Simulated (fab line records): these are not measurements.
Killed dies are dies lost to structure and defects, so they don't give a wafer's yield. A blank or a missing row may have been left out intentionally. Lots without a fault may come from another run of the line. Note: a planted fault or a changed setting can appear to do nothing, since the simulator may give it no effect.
The tool behind it: which one?	flow berkeley_cmos170	7 lots, 21 wafers sampled, at 3 steps of a route of 331

WHAT THE GAUGES READ, wafer by wafer
UCB170_NLDD_TW_MEAS_11.
lot	measured	on	NLDD_TW
L440	day 7 16:40	film_metro-03	2260 2255 2258
L439	day 7 17:41	film_metro-01	2243 2253 2253
L444	day 8 16:55	film_metro-01	2261 2262 2251
L449	day 9 04:21	film_metro-01	2222 2236 2242
L451	day 10 01:04	film_metro-04	2106 2113 2116
L456	day 11 10:51	film_metro-01	2232 2235 2226
L458	day 11 20:19	film_metro-04	2208 2218 2210

EACH LOT AND THE TOOL THAT RAN IT (in order: tool; ch and the chambers of the sampled wafers; start)
lot	UCB170_GATE_ETCH_14	UCB170_NLDD_IMPLANT_09
L440	rie_diel-03 ch 0,1,3, day 7 12:49	implanter-02 ch 0, day 7 16:26
L439	rie_diel-03 ch 0,2,3, day 7 13:23	implanter-02 ch 0, day 7 17:27
L444	rie_diel-03 ch 0,2,3, day 8 12:15	implanter-02 ch 0, day 8 16:40
L449	rie_diel-04 ch 1,2,3, day 8 22:17	implanter-03 ch 0, day 9 04:06
L451	rie_diel-01 ch 0,3, day 9 19:35	implanter-02 ch 0, day 10 00:49
L456	rie_diel-04 ch 0,1,2, day 11 06:56	implanter-03 ch 0, day 11 10:38
L458	rie_diel-01 ch 0,2,3, day 11 15:23	implanter-03 ch 0, day 11 20:05
- UCB170_GATE_ETCH_14: etches BARC in N2/H2.
- UCB170_NLDD_IMPLANT_09

THE ANSWER, worked out from the rows above alone
Rule: the usual values come from the lots themselves. The widest of any qualifying gaps counts: lots, ordered by their means at a reading, are off when they make up no more than a third of the lots, leave a main group of 4 or more, and stand apart from it by 3 or more times the standard deviation of that group's means. A main group is skipped when, at the precision printed for the reading in the tables above, its means are all equal. A lot without any number at a reading at which 4 lots or more have one is off too. Any other lot the step has rows for is counted as sound.
Off: L451, seen at UCB170_NLDD_TW_MEAS_11 (NLDD_TW). The main group has a mean of 2240 with a standard deviation of 17.
If a tool, at a process step before that reading, ran all the lots that are off and no sound lot after the first of them, it fits. The gauges at UCB170_NLDD_TW_MEAS_11 are tried like those tools. One fits: UCB170_NLDD_IMPLANT_09 on implanter-02. A fault onset in the window from L444 (day 8 16:40, its last sound lot) to L451 (day 10 00:49, its first lot off) fits.

WHAT THE SIMULATOR HAD PUT IN
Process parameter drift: implanter-02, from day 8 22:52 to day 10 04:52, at UCB170_NLDD_IMPLANT_09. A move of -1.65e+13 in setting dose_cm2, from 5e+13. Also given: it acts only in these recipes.
Struck lots among those shown: L451. The rule above found the same.
